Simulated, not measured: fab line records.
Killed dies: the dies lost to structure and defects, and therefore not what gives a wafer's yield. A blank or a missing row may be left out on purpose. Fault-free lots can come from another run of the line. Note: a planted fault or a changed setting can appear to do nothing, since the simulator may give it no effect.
Which tool was responsible?    flow rit cmos    7 lots with 21 wafers sampled at 3 steps, on a route of 202 steps

## WHAT THE GAUGES SHOWED, per wafer
RIT_CONTACT_THK_MEAS_01.
lot   measured     on             CONTACT_TEOS_THK (nm)
L820  day 3 19:35  film metro-04  400 395 406
L823  day 4 10:16  film metro-02  402 396 411
L825  day 4 16:57  film metro-01  395 405 403
L827  day 5 10:01  film metro-01  394 394 397
L830  day 5 21:26  film metro-04  395 400 543
L837  day 7 05:14  film metro-01  399 403 406
L841  day 8 01:08  film metro-02  409 397 402

## WHAT TOOL EACH LOT RAN ON (gives the tool, then ch and the chambers of the sampled wafers, and finally the start)
lot   RIT_PLDD_STRIP_09                    RIT_CONTACT_CVD_00
L820  plasma asher-01 ch 0,1, day 3 12:15  pecvd-03 ch 0,1,2, day 3 19:32
L823  plasma asher-01 ch 0,1, day 4 02:59  pecvd-03 ch 0,2, day 4 10:12
L825  plasma asher-04 ch 0,1, day 4 08:36  pecvd-01 ch 0,1,2, day 4 16:53
L827  plasma asher-02 ch 0,1, day 5 01:35  pecvd-02 ch 0,1,2, day 5 09:58
L830  plasma asher-01 ch 0,1, day 5 13:12  pecvd-02 ch 0,1,2, day 5 21:23
L837  plasma asher-01 ch 0,1, day 6 21:33  pecvd-01 ch 1,2, day 7 05:10
L841  plasma asher-02 ch 0,1, day 7 17:33  pecvd-03 ch 0,1, day 8 01:05
- RIT_PLDD_STRIP_09: strips in O2, time 180 s.
- RIT_CONTACT_CVD_00: deposits SiO2 from TEOS, target thk 400 nm, time 61 s.

## THE ANSWER, worked out from the rows above alone
Rule: the usual values come from the lots themselves. Put in order of their means at a reading, lots are off if they are a third of the lots or fewer, leave a main group of 4 or more, and stand apart from it by a gap of 3 or more times the standard deviation of the main group's means; of several such gaps the widest counts. Not used: any main group whose means are identical at the precision the tables above print for the reading. Also off: a lot with no number at a reading for which 4 or more lots have one. Any other lot the step has rows for is counted as sound.
Off: L830, seen at RIT_CONTACT_THK_MEAS_01 (CONTACT_TEOS_THK). For the main group the mean is 401 nm and the standard deviation 2.8.
A tool fits if, at a process step before that reading, it ran every lot that is off, and no sound lot after the first of them. The gauges at RIT_CONTACT_THK_MEAS_01 are tried like those tools. 2 tools fit, pecvd-02 at RIT_CONTACT_CVD_00 and film metro-04 at RIT_CONTACT_THK_MEAS_01, so this cannot tell which one it is.

## WHAT WAS PUT IN BY THE SIMULATOR
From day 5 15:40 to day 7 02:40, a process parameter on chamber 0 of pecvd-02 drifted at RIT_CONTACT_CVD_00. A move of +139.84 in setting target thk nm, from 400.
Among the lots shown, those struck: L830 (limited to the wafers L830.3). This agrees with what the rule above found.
